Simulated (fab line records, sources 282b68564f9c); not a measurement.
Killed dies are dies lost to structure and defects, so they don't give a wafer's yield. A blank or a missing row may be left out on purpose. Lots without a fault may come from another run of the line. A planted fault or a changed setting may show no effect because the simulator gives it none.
fab line records | flow rit_cmos
record lots=5 wafers=27
route steps=202 shown ACTIVE@4 FOX2@23 PRETRO@69 GATE@78 SPACER@130 NSD@131 PSD@151 SDANNEAL@153 CONTACT@168 M1@202
start_h: hours from the record's first day to the start of the lot's first wafer shown | wait_h: hours since the lot's step before | " the same as in the row above | L1.1+2: a row that stands for several wafers | - no value, or no start given | * or withheld: withheld | < > ~ a bound
route shown NAME@n: a module of which the file shows steps, and the number in the route of the first | usual: mean/standard deviation of fault-free wafers | same: alike in all rows | chamber/n: place in a boat | sites: the reading at each site | _std_site: their standard deviation | _edge_site: outer sites' mean less inner sites' | radius_mm: how far each site lies from the wafer's centre | mask NAME#n: copy n | behind: the tool/chamber that last shaped the wafer | hold: why the lot was held/for how many hours/how that ended | device: the transistor (n, p or np) that didn't switch | end of line: the same wafers' tests at the end of the route | a step without rows: its recipe alone | killed: dies lost to structure and defects at the first sort, not the wafer's yield | map: a wafer's dies, x killed, . not, _ none there
set.NAME: the setting as run; set.NAME@STEP: as run at that earlier step | model.NAME: the simulator's own value behind a step, which no gauge read
lots whose settings were changed on purpose; a table a step, a row a wafer
## steps
# step RIT_ACTIVE_CVD_03
# recipe material=Si3N4 target_thk_nm=150 temp_c=810 precursor=SiH2Cl2/NH3 time_s=1500 pressure_mtorr=300 sih2cl2_flow_sccm=60 nh3_flow_sccm=150
# columns lot.wafer tool chamber start_h wait_h set.time_s model.Si3N4_of_ACTIVE_CVD_03.thk_nm
L075.1 - - - 0.1 1500 150.5
L075.2+6 " - " " 1500 151
L075.3 " - " " 1500 150.6
L075.4+5 " - " " 1500 150.8
L076.1 - - - 0.1 2104 210.3
L076.2 " - " " 2104 210.9
L076.3 " - " " 2104 211.4
L076.4 " - " " 2104 209.5
L076.5 " - " " 2104 210.5
L076.6 " - " " 2104 210
L081.1 - - - 0.1 1500 147.8
L081.2 " - " " 1500 147.5
L081.3 " - " " 1500 147.3
L081.4 " - " " 1500 148.4
L081.5 " - " " 1500 147
L081.6 " - " " 1500 148.6
L082.1 lpcvd-02 0 52.11 0.1 1500 150.2
L082.3 " 0 " " 1500 149.4
L082.5 " 0 " " 1500 148.9
L084.1 - - - 0.1 662.2 66.61
L084.2 " - " " 662.2 67.2
L084.3 " - " " 662.2 65.06
L084.4+5 " - " " 662.2 65.96
L084.6 " - " " 662.2 66.41
# step RIT_ACTIVE_THK_MEAS_04
# recipe reads=Si3N4_of_ACTIVE_CVD_03
# usual ACTIVE_NITRIDE_THK=149.6/1.2
# columns lot.wafer tool chamber start_h wait_h set.time_s@ACTIVE_CVD_03 ACTIVE_NITRIDE_THK[nm]
L075.1 film_metro-01 - - - 1500 150.5
L075.2 " - " " 1500 151.1
L075.3 " - " " 1500 150.5
L075.4 " - " " 1500 150.8
L075.5 " - " " 1500 150.9
L075.6 " - " " 1500 151.0
L076.1 film_metro-01 - - - 2104 210.1
L076.2 " - " " 2104 210.9
L076.3 " - " " 2104 211.4
L076.4 " - " " 2104 209.5
L076.5 " - " " 2104 210.5
L076.6 " - " " 2104 210.0
L081.1 film_metro-01 - - - 1500 147.8
L081.2 " - " " 1500 147.5
L081.3 " - " " 1500 147.4
L081.4 " - " " 1500 148.5
L081.5 " - " " 1500 147.1
L081.6 " - " " 1500 148.6
L082.1 film_metro-02 - 53.53 0.0 1500 150.1
L082.3 " - " " 1500 149.4
L082.5 " - " " 1500 148.9
L084.1 film_metro-03 - - - 662.2 66.6
L084.2 " - " " 662.2 67.2
L084.3 " - " " 662.2 65.1
L084.4 " - " " 662.2 66.0
L084.5 " - " " 662.2 66.0
L084.6 " - " " 662.2 66.5
# step RIT_ACTIVE_HMDS_05
# recipe prime_time_s=61.34 prime_temp_c=140
# step RIT_ACTIVE_COAT_06
# recipe resist=NOVOLAK spin_rpm=3250 resist_thk_nm=1000
# step RIT_ACTIVE_HARDBAKE_12
# recipe resist=NOVOLAK temp_c=140 time_s=60
# step RIT_ACTIVE_ETCH_13
# recipe stop_on=SiO2 chemistry=SF6 target=Si3N4 time_s=210 over_etch_frac=0.4 SF6_flow_sccm=200 pressure_mtorr=260 rf_w=125 target_depth_a=2100
# usual oes_product_au=0.821/0.012
# columns lot.wafer tool chamber start_h wait_h set.time_s@ACTIVE_CVD_03 oes_product_au model.etch.depth_nm model.ACTIVE.feature_depth_nm
L075.1 rie_diel-01 1 20.42 0.1 1500 0.832 150.5 150.5
L075.2 " 0 " " 1500 0.825 151 151.4
L075.3 " 2 " " 1500 0.817 150.6 151.2
L075.4 " 3 " " 1500 0.802 150.8 151.2
L075.5 " 1 " " 1500 0.840 150.8 150.8
L075.6 " 0 " " 1500 0.828 151 151.4
L076.1 rie_diel-03 1 24.95 0.1 2104 1.003 210.3 210.9
L076.2 " 3 " " 2104 0.996 209.8 209.8
L076.3 " 2 " " 2104 0.992 210.8 210.8
L076.4 " 0 " " 2104 0.990 209.5 209.9
L076.5 " 0 " " 2104 0.998 210.5 210.9
L076.6 " 1 " " 2104 1.009 210 210.6
L081.1 rie_diel-02 2 49.71 0.1 1500 0.799 147.8 148.5
L081.2 " 3 " " 1500 0.811 147.5 147.7
L081.3 " 1 " " 1500 0.835 147.3 147.3
L081.4 " 0 " " 1500 0.837 148.4 148.4
L081.5 " 3 " " 1500 0.798 147 147.2
L081.6 " 0 " " 1500 0.837 148.6 148.6
L082.1 rie_diel-02 3 54.83 0.1 1500 0.808 150.2 150.3
L082.3 " 0 " " 1500 0.840 149.4 149.4
L082.5 " 2 " " 1500 0.810 148.9 149.7
L084.1 rie_diel-01 3 64.83 0.1 662.2 0.564 66.61 112.3
L084.2 " 1 " " 662.2 0.580 67.2 67.2
L084.3 " 0 " " 662.2 0.575 65.06 111.6
L084.4 " 1 " " 662.2 0.579 65.96 65.96
L084.5 " 0 " " 662.2 0.569 65.96 112.9
L084.6 " 3 " " 662.2 0.563 66.41 112.6
# step RIT_FOX2_OXIDATION_00
# recipe temp_c=1100 ambient=H2O target_thk_a=3507 p_h2o_torr=720 ox_time_s=1130
# columns lot.wafer tool chamber start_h wait_h set.ox_time_s model.SiO2_of_FOX2_OXIDATION_00.thk_nm
L075.1 - - - 0.0 1611 430.2
L075.2 " - " " 1611 428.9
L075.3 " - " " 1611 429.5
L075.4 " - " " 1611 433.8
L075.5 " - " " 1611 424.3
L075.6 " - " " 1611 427.1
L076.1 - - - 0.0 1716 446
L076.2 " - " " 1716 448.6
L076.3 " - " " 1716 448.7
L076.4 " - " " 1716 440.4
L076.5 " - " " 1716 445.4
L076.6 " - " " 1716 444.6
L081.1 - - - 0.0 613.3 238.6
L081.2 " - " " 613.3 241
L081.3 " - " " 613.3 231.9
L081.4 " - " " 613.3 236.7
L081.5 " - " " 613.3 238.7
L081.6 " - " " 613.3 236.5
L082.1 furnace-03 0 57.14 0.0 1130 352.2
L082.3 " 0 " " 1130 349.5
L082.5 " 0 " " 1130 343.9
L084.1 - - - 1.3 667.7 248.9
L084.2 " - " " 667.7 253.4
L084.3 " - " " 667.7 247.9
L084.4 " - " " 667.7 253.3
L084.5 " - " " 667.7 252.8
L084.6 " - " " 667.7 244.2
# step RIT_FOX2_THK_MEAS_01
# recipe reads=SiO2_of_FOX2_OXIDATION_00
# usual FOX2_OXIDE_THK=350/5.2
# columns lot.wafer tool chamber start_h wait_h set.ox_time_s@FOX2_OXIDATION_00 FOX2_OXIDE_THK[nm]
L075.1 film_metro-04 - - - 1611 430
L075.2 " - " " 1611 429
L075.3 " - " " 1611 430
L075.4 " - " " 1611 434
L075.5 " - " " 1611 424
L075.6 " - " " 1611 427
L076.1 film_metro-03 - - - 1716 446
L076.2 " - " " 1716 449
L076.3 " - " " 1716 448
L076.4 " - " " 1716 441
L076.5 " - " " 1716 446
L076.6 " - " " 1716 445
L081.1 film_metro-03 - - - 613.3 238
L081.2 " - " " 613.3 241
L081.3 " - " " 613.3 232
L081.4 " - " " 613.3 237
L081.5 " - " " 613.3 239
L081.6 " - " " 613.3 237
L082.1 film_metro-04 - 58.45 0.0 1130 352
L082.3 " - " " 1130 349
L082.5 " - " " 1130 344
L084.1 film_metro-01 - - - 667.7 249
L084.2 " - " " 667.7 253
L084.3 " - " " 667.7 248
L084.4 " - " " 667.7 253
L084.5 " - " " 667.7 253
L084.6 " - " " 667.7 244
# step RIT_FOX2_CLEAN_02
# recipe chemistry=dHF dilution=50:1 time_s=180
# step RIT_FOX2_WET_ETCH_03
# recipe chemistry=H3PO4 target=Si3N4 target_depth_nm=195 temp_c=165 time_s=2700
# step RIT_FOX2_THK_MEAS_90
# recipe reads=SiO2_of_FOX2_OXIDATION_00
# usual FIELD_OXIDE_LEFT_1_THK=323/5.2
# columns lot.wafer tool chamber start_h wait_h set.ox_time_s@FOX2_OXIDATION_00 FIELD_OXIDE_LEFT_1_THK[nm]
L075.1 film_metro-04 - 25.48 0.0 1611 402
L075.2 " - " " 1611 401
L075.3 " - " " 1611 402
L075.4 " - " " 1611 406
L075.5 " - " " 1611 397
L075.6 " - " " 1611 400
L076.1 film_metro-03 - 29.45 0.0 1716 418
L076.2 " - " " 1716 420
L076.3 " - " " 1716 422
L076.4 " - " " 1716 413
L076.5 " - " " 1716 417
L076.6 " - " " 1716 417
L081.1 film_metro-03 - 54.25 0.0 613.3 211
L081.2 " - " " 613.3 214
L081.3 " - " " 613.3 204
L081.4 " - " " 613.3 209
L081.5 " - " " 613.3 211
L081.6 " - " " 613.3 209
L082.1 film_metro-04 - 59.33 0.0 1130 325
L082.3 " - " " 1130 322
L082.5 " - " " 1130 317
L084.1 film_metro-03 - 70.65 0.0 667.7 222
L084.2 " - " " 667.7 226
L084.3 " - " " 667.7 221
L084.4 " - " " 667.7 226
L084.5 " - " " 667.7 225
L084.6 " - " " 667.7 217
# step RIT_PRETRO_DEVELOP_05
# recipe resist=NOVOLAK develop_time_s=68 dev_temp_c=23
# columns lot.wafer tool chamber start_h wait_h set.develop_time_s
L075.1+2+3+4+5+6 litho_track-04 0 - - 68
L076.1+2+4 litho_track-03 0 - - 68
L076.3+5+6 " 0 " " 81.9
L081.1+2+3+4+5+6 litho_track-04 0 - - 68
L082.1+3+5 litho_track-02 0 - - 68
L084.1+4+5 litho_track-02 0 - - 79.65
L084.2+3+6 " 0 " " 68
# step RIT_PRETRO_HARDBAKE_07
# recipe resist=NOVOLAK temp_c=140 time_s=120
# step RIT_GATE_CLEAN_03
# recipe chemistry=SC2 mix=3:3:50 time_s=600 temp_c=75 dry=n2_spin
# step RIT_GATE_CLEAN_04
# recipe chemistry=dHF dilution=50:1 time_s=61.54 dry=n2_spin
# step RIT_FOX2_THK_MEAS_91
# recipe reads=SiO2_of_FOX2_OXIDATION_00
# usual FIELD_OXIDE_LEFT_2_THK=255/5.2
# columns lot.wafer tool chamber start_h wait_h set.ox_time_s@FOX2_OXIDATION_00 FIELD_OXIDE_LEFT_2_THK[nm]
L075.1 film_metro-03 - 37.65 0.0 1611 333
L075.2 " - " " 1611 332
L075.3 " - " " 1611 333
L075.4 " - " " 1611 337
L075.5 " - " " 1611 328
L075.6 " - " " 1611 330
L076.1 film_metro-01 - 42.06 0.0 1716 350
L076.2 " - " " 1716 353
L076.3 " - " " 1716 353
L076.4 " - " " 1716 344
L076.5 " - " " 1716 350
L076.6 " - " " 1716 349
L081.1 film_metro-01 - 67.56 0.0 613.3 143
L081.2 " - " " 613.3 146
L081.3 " - " " 613.3 137
L081.4 " - " " 613.3 141
L081.5 " - " " 613.3 143
L081.6 " - " " 613.3 141
L082.1 film_metro-03 - 71.81 0.0 1130 256
L082.3 " - " " 1130 254
L082.5 " - " " 1130 248
L084.1 film_metro-03 - 82.69 0.0 667.7 154
L084.2 " - " " 667.7 158
L084.3 " - " " 667.7 153
L084.4 " - " " 667.7 158
L084.5 " - " " 667.7 157
L084.6 " - " " 667.7 149
# step RIT_SPACER_ETCHBACK_05
# recipe target_depth_a=2500 SF6_flow_sccm=30 CHF3_flow_sccm=30 target=Si3N4 chemistry=SF6/CHF3 pressure_mtorr=40 rf_w=250 time_s=240 stop_on=SiO2
# usual oes_product_au=0.841/0.0086
# columns lot.wafer tool chamber start_h wait_h set.time_s oes_product_au model.etch.depth_nm model.poly-Si_of_GATE_CVD_08.thk_nm model.Si3N4_of_SPACER_CVD_03.thk_nm
L075.1 rie_diel-03 0 51.07 0.1 240 0.836 247 161.9 192.8
L075.2 " 2 " " 112.8 1.008 148.4 197.7 220.6
L075.3 " 3 " " 240 0.839 246.1 163.6 193.1
L075.4 " 1 " " 112.8 1.018 148.7 198.3 221.7
L075.5 " 3 " " 112.8 1.003 146.8 198.1 221.3
L075.6 " 0 " " 240 0.829 243.8 162.3 189.9
L076.1 rie_diel-04 1 56.03 0.1 240 0.845 248.4 164.5 193.7
L076.2 " 2 " " 240 0.839 247.9 165.3 193.6
L076.3 " 3 " " 240 0.844 248.7 166.2 194.4
L076.4 " 0 " " 240 0.840 247.7 165.7 194.1
L076.5 " 1 " " 240 0.844 247.9 165.8 193.5
L076.6 " 2 " " 240 0.836 249.9 164.5 195.2
L081.1 rie_diel-03 2 82.16 0.1 166 1.006 217.5 187 213.4
L081.2 " 3 " " 240 0.841 249.2 169.2 195.9
L081.3 " 0 " " 166 1.008 217.8 189.5 214.4
L081.4 " 1 " " 166 1.016 217.2 188.9 213.5
L081.5 " 1 " " 240 0.848 249.7 169.5 195.5
L081.6 " 2 " " 240 0.847 250.5 167.8 195.8
L082.1 rie_diel-04 1 85.84 0.1 240 0.831 246.4 167.5 193
L082.3 " 0 " " 240 0.840 247.7 168 194.6
L082.5 " 0 " " 240 0.836 246.9 167.8 194.2
L084.1 rie_diel-03 0 96.29 0.1 240 0.831 244.3 167.2 190.7
L084.2 " 1 " " 240 0.845 246.6 168.3 192.6
L084.3 " 2 " " 240 0.828 245.4 167.9 191.6
L084.4 " 3 " " 240 0.837 246.1 170.8 192.8
L084.5 " 0 " " 240 0.832 245.2 171.8 191.5
L084.6 " 1 " " 240 0.844 245.2 168.7 191.9
# step RIT_NSD_HMDS_00
# recipe prime_time_s=60 prime_temp_c=140
# step RIT_NSD_COAT_01
# recipe resist=NOVOLAK spin_rpm=3250 resist_thk_nm=1000
# step RIT_PSD_STRIP_09
# recipe chemistry=O2 time_s=180 resist=NOVOLAK platen_temp_c=withheld power_w=500 pressure_mtorr=4000 o2_flow_sccm=4000
# step RIT_SDANNEAL_CLEAN_00
# recipe chemistry=SC1 mix=3:3:50 time_s=600 temp_c=75
# columns lot.wafer tool chamber start_h wait_h set.time_s@SPACER_ETCHBACK_05 model.SiO2_of_FOX2_OXIDATION_00.thk_nm
L075.1 wet_bench-02 2 54.18 0.1 240 254.2
L075.2 " 2 " " 112.8 278.7
L075.3 " 2 " " 240 254.4
L075.4 " 2 " " 112.8 283.5
L075.5 " 2 " " 112.8 274.9
L075.6 " 2 " " 240 250.2
L076.1 wet_bench-02 2 59.35 0.1 240 270.6
L076.2 " 2 " " 240 273.2
L076.3 " 2 " " 240 273.8
L076.4 " 2 " " 240 265.9
L076.5 " 2 " " 240 270.4
L076.6 " 2 " " 240 269.5
L081.1 wet_bench-01 0 85.28 0.1 166 79.15
L081.2 " 0 " " 240 67.75
L081.3 " 0 " " 166 72.99
L081.4 " 0 " " 166 77.3
L081.5 " 0 " " 240 64.6
L081.6 " 0 " " 240 62.22
L082.1 wet_bench-02 0 89.44 0.1 240 177.4
L082.3 " 0 " " 240 175.5
L082.5 " 0 " " 240 169.9
L084.1 wet_bench-02 3 99.31 0.1 240 75.14
L084.2 " 3 " " 240 78.75
L084.3 " 3 " " 240 73.98
L084.4 " 3 " " 240 79.65
L084.5 " 3 " " 240 78.59
L084.6 " 3 " " 240 70.47
# step RIT_CONTACT_CVD_00
# recipe material=SiO2 target_thk_nm=400 precursor=TEOS temp_c=390 time_s=61 rf_w=400
# columns lot.wafer tool chamber start_h wait_h set.time_s model.SiO2_of_CONTACT_CVD_00.thk_nm
L075.1 pecvd-01 0 55.63 0.1 61 398.1
L075.2 " 2 " " 61 398.5
L075.3 " 1 " " 61 403.1
L075.4 " 2 " " 61 404.3
L075.5 " 1 " " 61 412.8
L075.6 " 0 " " 61 405
L076.1 pecvd-02 1 60.81 0.1 61 399.5
L076.2 " 2 " " 61 393.9
L076.3 " 0 " " 61 396.1
L076.4 " 2 " " 61 404.1
L076.5 " 0 " " 61 406.2
L076.6 " 1 " " 61 403.6
L081.1 pecvd-01 0 86.72 0.1 39.68 254.6
L081.2 " 1 " " 61 394
L081.3 " 2 " " 61 392.1
L081.4 " 0 " " 39.68 256.8
L081.5 " 1 " " 39.68 261.7
L081.6 " 2 " " 61 401.1
L082.1 pecvd-02 1 90.88 0.1 61 400.3
L082.3 " 0 " " 61 391.1
L082.5 " 0 " " 61 398.4
L084.1 pecvd-01 2 100.73 0.1 61 398.3
L084.2 " 0 " " 73.35 480.9
L084.3 " 1 " " 61 401.9
L084.4 " 1 " " 73.35 490
L084.5 " 0 " " 61 404.5
L084.6 " 2 " " 73.35 489.4
# step RIT_CONTACT_THK_MEAS_01
# recipe reads=SiO2_of_CONTACT_CVD_00
# usual CONTACT_TEOS_THK=401/4.9
# columns lot.wafer tool chamber start_h wait_h set.time_s@CONTACT_CVD_00 CONTACT_TEOS_THK[nm]
L075.1 film_metro-04 - 55.68 0.0 61 398
L075.2 " - " " 61 399
L075.3 " - " " 61 403
L075.4 " - " " 61 404
L075.5 " - " " 61 413
L075.6 " - " " 61 405
L076.1 film_metro-02 - 60.86 0.0 61 400
L076.2 " - " " 61 395
L076.3 " - " " 61 396
L076.4 " - " " 61 404
L076.5 " - " " 61 406
L076.6 " - " " 61 404
L081.1 film_metro-02 - 86.77 0.0 39.68 255
L081.2 " - " " 61 394
L081.3 " - " " 61 392
L081.4 " - " " 39.68 257
L081.5 " - " " 39.68 262
L081.6 " - " " 61 401
L082.1 film_metro-02 - 90.93 0.0 61 400
L082.3 " - " " 61 391
L082.5 " - " " 61 399
L084.1 film_metro-02 - 100.78 0.0 61 398
L084.2 " - " " 73.35 481
L084.3 " - " " 61 402
L084.4 " - " " 73.35 490
L084.5 " - " " 61 405
L084.6 " - " " 73.35 490
# step RIT_CONTACT_HMDS_02
# recipe prime_time_s=60 prime_temp_c=140
# step RIT_CONTACT_COAT_03
# recipe resist=NOVOLAK spin_rpm=3250 resist_thk_nm=1000
# step RIT_CONTACT_HARDBAKE_10
# recipe resist=NOVOLAK temp_c=140 time_s=60
# step RIT_CONTACT_ETCH_11
# recipe target_depth_a=4800 over_etch_frac=0.2 stop_on=TiSi2 chemistry=CHF3/CF4/Ar target=SiO2 CHF3_flow_sccm=50 cf4_flow_sccm=10 Ar_flow_sccm=100 O2_flow_sccm=5 pressure_mtorr=100 rf_w=200 time_s=320
# columns lot.wafer tool chamber start_h wait_h set.time_s@CONTACT_CVD_00 model.etch.depth_nm model.CONTACT.feature_depth_nm
L075.1 rie_diel-01 1 57.01 0.1 61 398.1 398.1
L075.2 " 0 " " 61 398.5 398.5
L075.3 " 3 " " 61 403.1 403.1
L075.4 " 3 " " 61 404.3 404.3
L075.5 " 1 " " 61 412.8 412.8
L075.6 " 0 " " 61 405 405
L076.1 rie_diel-02 2 62.31 0.1 61 399.5 399.5
L076.2 " 3 " " 61 393.9 393.9
L076.3 " 0 " " 61 396.1 396.1
L076.4 " 2 " " 61 404.1 404.1
L076.5 " 3 " " 61 406.2 406.2
L076.6 " 0 " " 61 403.6 403.6
L081.1 rie_diel-01 1 88.20 0.1 39.68 254.6 254.6
L081.2 " 0 " " 61 394 394
L081.3 " 3 " " 61 392.1 392.1
L081.4 " 2 " " 39.68 256.8 256.8
L081.5 " 0 " " 39.68 261.7 261.7
L081.6 " 1 " " 61 401.1 401.1
L082.1 rie_diel-04 2 92.39 0.1 61 400.3 400.3
L082.3 " 3 " " 61 391.1 391.1
L082.5 " 3 " " 61 398.4 398.4
L084.1 rie_diel-02 3 102.11 0.1 61 398.3 398.3
L084.2 " 2 " " 73.35 478.1 478.1
L084.3 " 0 " " 61 401.9 401.9
L084.4 " 1 " " 73.35 474.7 474.7
L084.5 " 2 " " 61 404.5 404.5
L084.6 " 3 " " 73.35 474.4 474.4
# step RIT_M1_PROBE_99
# columns lot.wafer tool chamber start_h wait_h set.ox_time_s@FOX2_OXIDATION_00 model.etest.pwell.rs_ohm_sq
L075.1 prober-01 - 61.99 0.1 1611 441.6
L075.2+4+5 prober-01 - 62.04 0.1 1611 -
L075.3 prober-01 - 62.09 0.2 1611 445.7
L075.6 prober-01 - 62.24 0.2 1611 438.7
L076.1 prober-02 - 68.58 0.1 1716 462.3
L076.2 prober-02 - 68.63 0.1 1716 470.4
L076.4 prober-02 - 68.73 0.2 1716 457.4
L076.5 prober-02 - 68.78 0.2 1716 461.6
L076.6 prober-02 - 68.83 0.2 1716 467
L081.1+3+4 prober-01 - 93.76 0.1 613.3 -
L081.2 prober-01 - 93.81 0.1 613.3 390.8
L081.5 prober-01 - 93.96 0.2 613.3 384.2
L081.6 prober-01 - 94.01 0.2 613.3 381.9
L082.1 prober-02 - 97.42 0.1 1130 411.7
L082.3 prober-02 - 97.52 0.2 1130 406.8
L082.5 prober-02 - 97.62 0.2 1130 408.7
L084.1+2+4+6 prober-02 - 107.25 0.1 667.7 -
L084.5 prober-02 - 107.45 0.2 667.7 391
# killed by level:class
L082.1 SPACER:geometric_particle:open=3 GATE:geometric_particle:open=2 FOX2:geometric_particle:short=1 GATE:geometric_particle:short=1 REOX:geometric_particle:open=1 SPACER:geometric_particle:short=1
L082.3 FOX1:geometric_particle:open=1 FOX2:geometric_particle:open=1 GATE:geometric_particle:short=1
L082.5 GATE:geometric_particle:short=1 GATE:geometric_particle:open=1 REOX:geometric_particle:short=1 CONTACT:geometric_particle:short=1
## key
split step=RIT_ACTIVE_CVD_03 setting=time_s stated=1500 by=lot
response step=RIT_ACTIVE_CVD_03 reading=model.Si3N4_of_ACTIVE_CVD_03.thk_nm change=+1.5 per=1% r=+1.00
response step=RIT_ACTIVE_THK_MEAS_04 reading=ACTIVE_NITRIDE_THK change=+1.5 per=1% r=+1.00
response step=RIT_ACTIVE_ETCH_13 reading=oes_product_au change=+0.00444 per=1% r=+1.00
response step=RIT_ACTIVE_ETCH_13 reading=model.etch.depth_nm change=+1.5 per=1% r=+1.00
response step=RIT_ACTIVE_ETCH_13 reading=model.ACTIVE.feature_depth_nm change=+1.16 per=1% r=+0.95
split step=RIT_FOX2_OXIDATION_00 setting=ox_time_s stated=1130 by=lot
response step=RIT_FOX2_OXIDATION_00 reading=model.SiO2_of_FOX2_OXIDATION_00.thk_nm change=+2.14 per=1% r=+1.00
response step=RIT_FOX2_THK_MEAS_01 reading=FOX2_OXIDE_THK change=+2.14 per=1% r=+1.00
response step=RIT_FOX2_THK_MEAS_90 reading=FIELD_OXIDE_LEFT_1_THK change=+2.13 per=1% r=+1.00
response step=RIT_FOX2_THK_MEAS_91 reading=FIELD_OXIDE_LEFT_2_THK change=+2.13 per=1% r=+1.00
response step=RIT_M1_PROBE_99 reading=model.etest.pwell.rs_ohm_sq change=+0.769 per=1% r=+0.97
split step=RIT_PRETRO_DEVELOP_05 setting=develop_time_s stated=68 by=wafer
response none clear
split step=RIT_SPACER_ETCHBACK_05 setting=time_s stated=240 by=wafer
response step=RIT_SPACER_ETCHBACK_05 reading=oes_product_au change=-0.00382 per=1% r=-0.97
response step=RIT_SPACER_ETCHBACK_05 reading=model.etch.depth_nm change=+1.64 per=1% r=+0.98
response step=RIT_SPACER_ETCHBACK_05 reading=model.poly-Si_of_GATE_CVD_08.thk_nm change=-0.661 per=1% r=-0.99
response step=RIT_SPACER_ETCHBACK_05 reading=model.Si3N4_of_SPACER_CVD_03.thk_nm change=-0.561 per=1% r=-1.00
response step=RIT_SDANNEAL_CLEAN_00 reading=model.SiO2_of_FOX2_OXIDATION_00.thk_nm change=-0.463 per=1% r=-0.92
split step=RIT_CONTACT_CVD_00 setting=time_s stated=61 by=wafer
response step=RIT_CONTACT_CVD_00 reading=model.SiO2_of_CONTACT_CVD_00.thk_nm change=+4.01 per=1% r=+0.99
response step=RIT_CONTACT_THK_MEAS_01 reading=CONTACT_TEOS_THK change=+4.02 per=1% r=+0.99
response step=RIT_CONTACT_ETCH_11 reading=model.etch.depth_nm change=+3.88 per=1% r=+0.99
response step=RIT_CONTACT_ETCH_11 reading=model.CONTACT.feature_depth_nm change=+3.88 per=1% r=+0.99
